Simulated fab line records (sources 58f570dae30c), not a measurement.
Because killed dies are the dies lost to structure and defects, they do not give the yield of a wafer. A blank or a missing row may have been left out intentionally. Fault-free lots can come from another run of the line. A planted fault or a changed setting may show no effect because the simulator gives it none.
Problem report in the 8D (eight disciplines) form, filled by code ; flow berkeley_cmos170 ; the parts of the form that need people (team, actions taken, sign-off) are left out

## 1. THE ISSUE
Mean of rf_fwd_power_W at UCB170_M2_METAL_ETCH_18: 526.0 W across 6 wafers in 2 lots; on wafers with no fault it is 598.0 W (standard deviation 1.7). Measured from the usual mean, that is -42 standard deviations.
The step: etches Al in Cl2/BCl3, stops on SiO2, target depth 1170 nm, time 195 s.
The first sign was on wafer L590.2 at day 8 12:04, on rie_metal-03. Wafers with a number at this step in the record: 42, from 14 lots. The rule behind "out" and "out of limits": a value lying over 4 standard deviations away from the usual mean. All remaining wafers that have a number are taken as sound.

## 2. WHAT THIS IS AND IS NOT
question;is;is not
which readings at this step;rf_fwd_power_W;drypump_motor_current_A, oes_product_au, throttle_valve_pct
which lots;L590, L592;L584, L585, L586, L597, L600, L601, L602, L603, L604, L605, L606, L607
which wafers of those lots;all that have a number;-
read on which tools;rie_metal-03;rie_metal-01, rie_metal-04
when;from day 8 12:04;"up to then (9 sound wafers); but 27 sound wafers of L597, L600, L601, L602, L603, L604, L605, L606, L607 came after"

## 3. WHAT RULES OUT EACH SUSPECT
Counting: any tool at a process step up to the reading is kept as a suspect provided that every lot that is out went through it and no sound lot did after the first of them.
- rie_metal-03 at UCB170_M2_METAL_ETCH_18 (etches Al in Cl2/BCl3, stops on SiO2, target depth 1170 nm, time 195 s): ruled out as a lasting fault. After its first lot that is out, L590 (day 8 12:04), sound lots L603, L605 ran on it.
Left after counting: nothing in the record.

## 4. THE CAUSE (what the simulator had put in)
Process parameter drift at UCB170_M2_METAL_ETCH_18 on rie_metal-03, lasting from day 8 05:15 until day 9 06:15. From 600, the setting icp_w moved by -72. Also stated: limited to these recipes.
Counting ruled it out, wrongly.

## 5. THE EFFECT CHAIN, in route order
Rows list readings where the struck wafers' mean (over those with a number) sits beyond 3 standard deviations from the usual. Readings are gone through only where the record gives a usual standard deviation; hours: the median, over the lots, of the time from a lot's start at the first step in this table giving one to that lot's start at this step; sigmas: the change measured in usual standard deviations.
hours;step;reading;usual;on struck wafers;change;sigmas
0;UCB170_M2_METAL_ETCH_18;rf_fwd_power_W;598.0 W;526.0;-72.0;-42
Its process steps:
- UCB170_M2_METAL_ETCH_18: etches Al in Cl2/BCl3, stops on SiO2, target depth 1170 nm, time 195 s.
Later measuring or inspecting steps at which every struck wafer that the step has a row for has a number for every such reading, and none has moved that far: UCB170_V2_OVL_MEAS_13.

## 6. WHAT WOULD HAVE CAUGHT IT SOONER
In this record no reading fell out of limits until day 8 12:04, 7 hours after the fault had begun at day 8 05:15.
